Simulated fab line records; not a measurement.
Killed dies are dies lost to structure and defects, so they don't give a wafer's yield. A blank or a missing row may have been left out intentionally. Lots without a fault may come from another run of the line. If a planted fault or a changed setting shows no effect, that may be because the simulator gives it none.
Which tool was responsible? / flow berkeley cmos170 / Sampling: 6 lots, 18 wafers, 2 of 331 route steps

== WHAT EACH GAUGE READ, for each wafer ==
UCB170_V2_CD_MEAS_12 targets a cd of 700 nm.
lot=L874; measured=day 9 01:35; on=cd sem-02; cd nm (nm)=700.2 698.8 698.5
lot=L875; measured=day 10 00:53; on=cd sem-02; cd nm (nm)=699.6 700.7 699.1
lot=L878; measured=day 10 18:09; on=cd sem-01; cd nm (nm)=697.2 697.3 697.6
lot=L881; measured=day 11 14:58; on=cd sem-02; cd nm (nm)=699.2 699.8 698.2
lot=L891; measured=day 13 18:08; on=cd sem-01; cd nm (nm)=707.1 711.9 699.7
lot=L895; measured=day 14 05:10; on=cd sem-01; cd nm (nm)=699.8 698.6 701.2

== WHAT TOOL EACH LOT RAN ON (gives the tool, then ch and the chambers of the sampled wafers, and finally the start) ==
lot=L874; UCB170_V2_EXPOSE_09=krf scanner-02 ch 0, day 9 01:11
lot=L875; UCB170_V2_EXPOSE_09=krf scanner-02 ch 0, day 10 00:29
lot=L878; UCB170_V2_EXPOSE_09=krf scanner-01 ch 0, day 10 17:46
lot=L881; UCB170_V2_EXPOSE_09=krf scanner-02 ch 0, day 11 14:23
lot=L891; UCB170_V2_EXPOSE_09=krf scanner-02 ch 0, day 13 17:16
lot=L895; UCB170_V2_EXPOSE_09=krf scanner-01 ch 0, day 14 04:46
- UCB170_V2_EXPOSE_09: exposes mask VIA2, target cd 700 nm.

== THE ANSWER, worked out from the rows above alone ==
Rule: what is usual is taken from the lots themselves. Put in order of their means at a reading, lots are off if they are a third of the lots or fewer, leave a main group of 4 or more, and stand apart from it by a gap of 3 or more times the standard deviation of the main group's means; of several such gaps the widest counts. Not used: any main group whose means are identical at the precision the tables above print for the reading. Also off: a lot with no number at a reading for which 4 or more lots have one. Where the step has rows for the other lots, those lots are counted as sound.
Off: L891, at UCB170_V2_CD_MEAS_12 (cd nm). Mean 699.1 nm and standard deviation 0.9 in the main group.
If a tool, at a process step before that reading, ran all the lots that are off and no sound lot after the first of them, it fits. Gauges at UCB170_V2_CD_MEAS_12: tried the same way as those tools. One fits: krf scanner-02 at UCB170_V2_EXPOSE_09. Its last sound lot is L881 (day 11 14:23), its first lot that is off L891 (day 13 17:16): a fault that began between those two fits.

== WHAT THE SIMULATOR PUT IN ==
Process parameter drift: krf scanner-02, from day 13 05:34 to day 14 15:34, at UCB170_V2_EXPOSE_09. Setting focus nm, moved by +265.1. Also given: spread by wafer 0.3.
Struck lots among those shown: L891. Same finding as the rule above.
